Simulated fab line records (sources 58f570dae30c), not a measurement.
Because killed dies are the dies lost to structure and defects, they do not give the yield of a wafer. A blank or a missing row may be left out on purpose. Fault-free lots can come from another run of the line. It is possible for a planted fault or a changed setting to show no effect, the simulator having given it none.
A lot that was struck, set against a sound lot -- flow berkeley_cmos170 -- 16 steps out of a route of 331
Sound: the wafers L113.1, L113.2, L113.4. Wafers struck: L124.2, L124.5, L124.6. Last of all comes the cause.
Per side, at each step with rows, come the tool, then ch with its chambers, and then its first start. Under that, the readings that differ: sound wafers -- struck wafers -- difference of the means -- sigmas: that difference in standard deviations of wafers without a fault.
alike: readings with means less than 2 such deviations apart, plus words and numbers identical on both sides. not compared: withheld readings, readings lacking a value on some wafer, bounds such as >300 that could conceal the same value, and numbers that have no deviation in the record and whose values overlap.
A row with sigmas, a row that says differs or no value, or rows on one side alone: a step with any of these is where the two part. When numbers do not overlap yet have no deviation, they are printed without sigmas and do not part them. A reading missing from all wafers of one side parts the sides only when that side holds two or more wafers.

UCB170_V1_CMP_02: polishes SiO2.
  sound on cmp-01 ch 0,1,3, day 8 09:32; struck on cmp-01 ch 0,1,2, day 11 05:40
  alike: motor_current_A
UCB170_V1_BOW_MEAS_03:
  struck on film_metro-02, day 11 05:53; sound on film_metro-02, day 8 09:50
  alike: V1_BOW
UCB170_V1_THK_MEAS_04:
  struck on film_metro-02, day 11 06:00; sound on film_metro-02, day 8 09:58
  alike: V1_POLISHED_THK
then, 7 steps without rows for these wafers: UCB170_V1_CLEAN_05 (cleans in DIW); UCB170_V1_HMDS_06 (prime time 60 s); UCB170_V1_COAT_07 (resist thk 900 nm); UCB170_V1_SOFTBAKE_08 (time 60 s); UCB170_V1_EXPOSE_09 (exposes mask VIA1, target cd 700 nm); UCB170_V1_PEB_10; UCB170_V1_DEVELOP_11 (develop time 45 s).
UCB170_V1_CD_MEAS_12 targets a cd of 700 nm.
  struck on cd_sem-01, day 11 07:16; sound on cd_sem-01, day 8 11:23
  alike: cd_nm
UCB170_V1_OVL_MEAS_13:
  struck on overlay-01, day 11 07:22; sound on overlay-02, day 8 11:31
reading,sound,struck,difference,sigmas
V1_OVL (nm),-8 -11 0,7 10 6,+14,+3
UCB170_V1_ETCH_14: etches SiO2 in CHF3/CF4/Ar, stops on Al, target depth 1250 nm, time 291 s.
  sound on rie_diel-01 ch 1,2,3, day 8 11:32; struck on rie_diel-01 ch 0,2,3, day 11 07:24
reading,sound,struck,difference,sigmas
oes_product_au (a.u.),0.880 0.873 0.866,0.812 0.829 0.831,-0.049,-5
run_length_s (s),319.7 320.1 320.0,349.9 348.7 350.0,+29.6,+62
model.KrF_of_V1_COAT_07.thk_nm (nm),601.3 608 610,583.8 576.5 573.2,-28.6,
  alike: drypump_motor_current_A, throttle_valve_pct
  not compared: rf_hours_counter_h
UCB170_V1_STRIP_15: strips in O2.
  sound on plasma_asher-02 ch 0,1, day 8 11:43; struck on plasma_asher-04 ch 0,1, day 11 07:35
reading,sound,struck,difference,sigmas
strip_time_to_endpoint_s (s),15.10 15.26 15.30,14.69 14.50 14.44,-0.68,-7
  alike: drypump_motor_current_A, oes_product_au
  not compared: rf_hours_counter_h
UCB170_V1_CD_MEAS_90 targets a cd of 700 nm.
  struck on cd_sem-01, day 11 07:42; sound on cd_sem-02, day 8 11:49
  alike: cd_nm
next, for these wafers, 1 step has no rows: UCB170_M3_PROBE_99.

WHERE THEY PART
First at UCB170_V1_OVL_MEAS_13; last, within this record, at UCB170_V1_STRIP_15. Later steps at which nothing parts them and some readings are alike: UCB170_V1_CD_MEAS_90.

WHY: whatever the simulator had introduced
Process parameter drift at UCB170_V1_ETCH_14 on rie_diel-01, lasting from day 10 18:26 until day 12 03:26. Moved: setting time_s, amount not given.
